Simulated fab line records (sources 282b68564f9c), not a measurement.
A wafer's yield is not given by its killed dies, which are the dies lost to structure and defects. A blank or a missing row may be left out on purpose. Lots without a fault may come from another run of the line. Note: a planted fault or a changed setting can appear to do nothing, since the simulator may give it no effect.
Check of tool commonality ; flow rit-cmos ; Sampled: 14 lots, 42 wafers

## REASON IT WAS OPENED
Of 14 lots, 2 have the reading PRETRO_TW flagged at RIT_PRETRO_TW_MEAS_10. Wafers without a fault read 473.8, standard deviation 2.6.
Rule: flag the lot when none of its wafers has a number, or when each of its wafers that has one lies beyond 4 standard deviations from that mean. The rest of the lots are taken to be sound.

lot;measured;on;PRETRO_TW, wafer by wafer;flag
L302;day 2 11:58;film-metro-01;473.1 470.5 471.4;
L303;day 2 19:09;film-metro-04;473.8 472.6 471.9;
L304;day 3 00:23;film-metro-04;473.2 471.2 471.3;
L309;day 4 00:23;film-metro-03;420.1 419.5 420.9;FLAGGED
L310;day 4 05:22;film-metro-03;419.0 417.4 423.0;FLAGGED
L313;day 4 23:13;film-metro-04;469.8 468.1 467.0;
L314;day 5 03:26;film-metro-04;476.0 474.1 474.2;
L315;day 5 08:03;film-metro-03;473.1 476.1 470.6;
L318;day 5 20:11;film-metro-01;474.4 472.0 474.1;
L319;day 6 01:50;film-metro-03;476.8 475.5 470.8;
L321;day 6 11:05;film-metro-01;475.1 477.2 477.7;
L322;day 6 18:38;film-metro-01;478.5 473.7 476.2;
L323;day 6 21:10;film-metro-03;473.5 474.5 473.2;
L324;day 7 03:28;film-metro-03;474.4 469.1 472.7;
The numbers of the flagged lots are 420.0 on average: -53.8 against the usual, or -21 standard deviations.

## TOOL THAT RAN EACH LOT
The record holds 1 process step before the reading, out of a route of 202 steps. In each cell: the tool, then ch and the chambers that the sampled wafers went through, then the start.
lot;flag;RIT_PRETRO_IMPLANT_08
L302;;implanter-01 ch 0, day 2 11:38
L303;;implanter-02 ch 0, day 2 18:49
L304;;implanter-02 ch 0, day 3 00:03
L309;FLAGGED;implanter-02 ch 0, day 4 00:05
L310;FLAGGED;implanter-02 ch 0, day 4 05:02
L313;;implanter-01 ch 0, day 4 22:54
L314;;implanter-01 ch 0, day 5 03:07
L315;;implanter-04 ch 0, day 5 07:46
L318;;implanter-04 ch 0, day 5 19:52
L319;;implanter-01 ch 0, day 6 01:32
L321;;implanter-04 ch 0, day 6 10:47
L322;;implanter-04 ch 0, day 6 18:19
L323;;implanter-01 ch 0, day 6 20:51
L324;;implanter-01 ch 0, day 7 03:11
These steps, and what they do:
- RIT_PRETRO_IMPLANT_08
- RIT_PRETRO_TW_MEAS_10

## FLAGGED OVER TOTAL, TOOL BY TOOL (the gauges that took the reading come last)
step;tool;lots run;flagged;share of the flagged lots;sound lots run after its first flagged lot
RIT_PRETRO_IMPLANT_08;implanter-01;6;0;none;-
RIT_PRETRO_IMPLANT_08;implanter-02;4;2;all;0
RIT_PRETRO_IMPLANT_08;implanter-04;4;0;none;-
RIT_PRETRO_TW_MEAS_10;film-metro-01;4;0;none;-
RIT_PRETRO_TW_MEAS_10;film-metro-03;6;2;all;4 (L315,L319,L323,L324)
RIT_PRETRO_TW_MEAS_10;film-metro-04;4;0;none;-

## WHAT IS ALLOWED BY THE TABLE
Table rows that saw every flagged lot: 2, namely implanter-02 at RIT_PRETRO_IMPLANT_08 and film-metro-03 at RIT_PRETRO_TW_MEAS_10.
- implanter-02 at RIT_PRETRO_IMPLANT_08 ran 4 lots, 2 of them flagged. Its last sound lot is L304 (day 3 00:03), its first flagged lot L309 (day 4 00:05): a fault that began between those two fits. Its own readings lie more than 4 standard deviations out on every wafer of the flagged lots: dose-ions-cm2, faraday-current-uA.
- film-metro-03 at RIT_PRETRO_TW_MEAS_10 ran 6 lots, 2 of them flagged. Sound lots ran on it after the first flagged one (L315, L319, L323, L324), which a lasting fault on the whole tool wouldn't allow.
Left over: one tool, implanter-02 at RIT_PRETRO_IMPLANT_08.

## WHAT THE SIMULATOR PUT IN
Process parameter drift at RIT_PRETRO_IMPLANT_08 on implanter-02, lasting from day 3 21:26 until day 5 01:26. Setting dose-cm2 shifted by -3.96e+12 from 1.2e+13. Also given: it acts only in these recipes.
Lots struck among those shown: L309, L310. The rule given above showed the same thing.
